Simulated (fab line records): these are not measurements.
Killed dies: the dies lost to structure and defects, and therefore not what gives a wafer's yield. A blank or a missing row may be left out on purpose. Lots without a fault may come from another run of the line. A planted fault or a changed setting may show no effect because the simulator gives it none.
Split-lot experiment | flow rit cmos | 5 lots, 23 wafers read, on a route of 202 steps

## THE SPLIT
At RIT_NWELL_IMPLANT_08, the setting dose cm2 was moved away from the recipe's 5e+13 on 5 of the 23 wafers read, by +3.0% to +7.2%. For the rest of the wafers, this setting stayed at what the recipe calls for.

## FROM THE SPLIT TO THE READING: what the file shows between them, 3 steps
- RIT_PWELL_IMPLANT_08 (also split here: energy kev)
- RIT_PWELL_STRIP_09: strips in O2, time 180 s
- RIT_WELLDRIVE_ANNEAL_00: time 14700 s

## THE READING
NWELL_RS in ohm/sq, measured at RIT_WELLDRIVE_RS_MEAS_01 by four-point-probe. A value of 274.9 ohm/sq with a standard deviation of 0.71 ohm/sq is what fault-free wafers of this fab line usually give.

wafer  | tool, chamber at the split | dose cm2 as run | against the recipe | NWELL_RS, ohm/sq | against lot-mates on the recipe
L074.1 | implanter-04, 0            | 5e+13           | recipe             | 275.4            | -
L074.2 | implanter-04, 0            | 5e+13           | recipe             | 275.1            | -
L074.3 | implanter-04, 0            | 5e+13           | recipe             | 275.7            | -
L074.5 | implanter-04, 0            | 5e+13           | recipe             | 275.5            | -
L074.6 | implanter-04, 0            | 5e+13           | recipe             | 275.6            | -
L075.2 | implanter-02, 0            | 5e+13           | recipe             | 274.1            | -
L075.3 | implanter-02, 0            | 5e+13           | recipe             | 274.6            | -
L075.4 | implanter-02, 0            | 5e+13           | recipe             | 274.3            | -
L075.5 | implanter-02, 0            | 5e+13           | recipe             | 274.9            | -
L075.6 | implanter-02, 0            | 5e+13           | recipe             | 274.0            | -
L078.1 | implanter-03, 0            | 5e+13           | recipe             | 275.9            | -
L078.4 | implanter-03, 0            | 5e+13           | recipe             | 274.8            | -
L078.5 | implanter-03, 0            | 5e+13           | recipe             | 275.9            | -
L081.1 | implanter-04, 0            | 5.36e+13        | +7.2%              | 264.5            | -11.4
L081.2 | implanter-04, 0            | 5e+13           | recipe             | 275.6            | -
L081.3 | implanter-04, 0            | 5e+13           | recipe             | 276.5            | -
L081.4 | implanter-04, 0            | 5e+13           | recipe             | 275.7            | -
L081.6 | implanter-04, 0            | 5.36e+13        | +7.2%              | 264.5            | -11.4
L083.1 | implanter-02, 0            | 5.151e+13       | +3.0%              | 270.4            | -4.0
L083.2 | implanter-02, 0            | 5e+13           | recipe             | 274.5            | -
L083.3 | implanter-02, 0            | 5e+13           | recipe             | 274.3            | -
L083.5 | implanter-02, 0            | 5.151e+13       | +3.0%              | 269.6            | -4.8
L083.6 | implanter-02, 0            | 5.151e+13       | +3.0%              | 269.8            | -4.6

FIT RESULTS
A straight line over all 23 wafers: NWELL_RS changes by -1.52 ohm/sq for each +1% of dose cm2; r = -0.98; the points scatter about the line by 0.71 ohm/sq.
The same after taking each lot's own level away (the mean of its wafers on the recipe; 23 wafers): -1.57 ohm/sq for each +1%; r = -0.99; scatter 0.36 ohm/sq.
On that fit, the largest move of dose cm2 shifts the reading by 11 ohm/sq.
Across the lots, their own levels run from 274.38 to 275.93 ohm/sq, a range of 2.2 times the standard deviation given above.
So the lot-to-lot level changes the slope little: the two slopes agree.
Check: with one of the wafers moved furthest among these (+7.2%) left out of the fit, the line predicts -11.2 ohm/sq for it against its lot-mates. It came out at -11.4 ohm/sq against them.

## OTHER SPLITS APPLIED TO THESE WAFERS
Other splits were also applied to these wafers ahead of the reading. Each is held against what the fit with the lots' levels taken away leaves over:
other split on the same wafers       | wafers away from the commonest value | r with NWELL_RS (lot level and that fit taken away)
RIT_ACTIVE_DEVELOP_10 develop time s | 7                                    | +0.12
RIT_ACTIVE_ETCH_13 rf w              | 2                                    | -0.17
RIT_ACTIVE_STRIP_14 pressure mtorr   | 15                                   | +0.01
RIT_PWELL_IMPLANT_08 energy kev      | 8                                    | +0.23

## THE FILE'S OWN FIT
NWELL_RS changes by -1.57 ohm/sq for each +1% of dose cm2, r = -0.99.
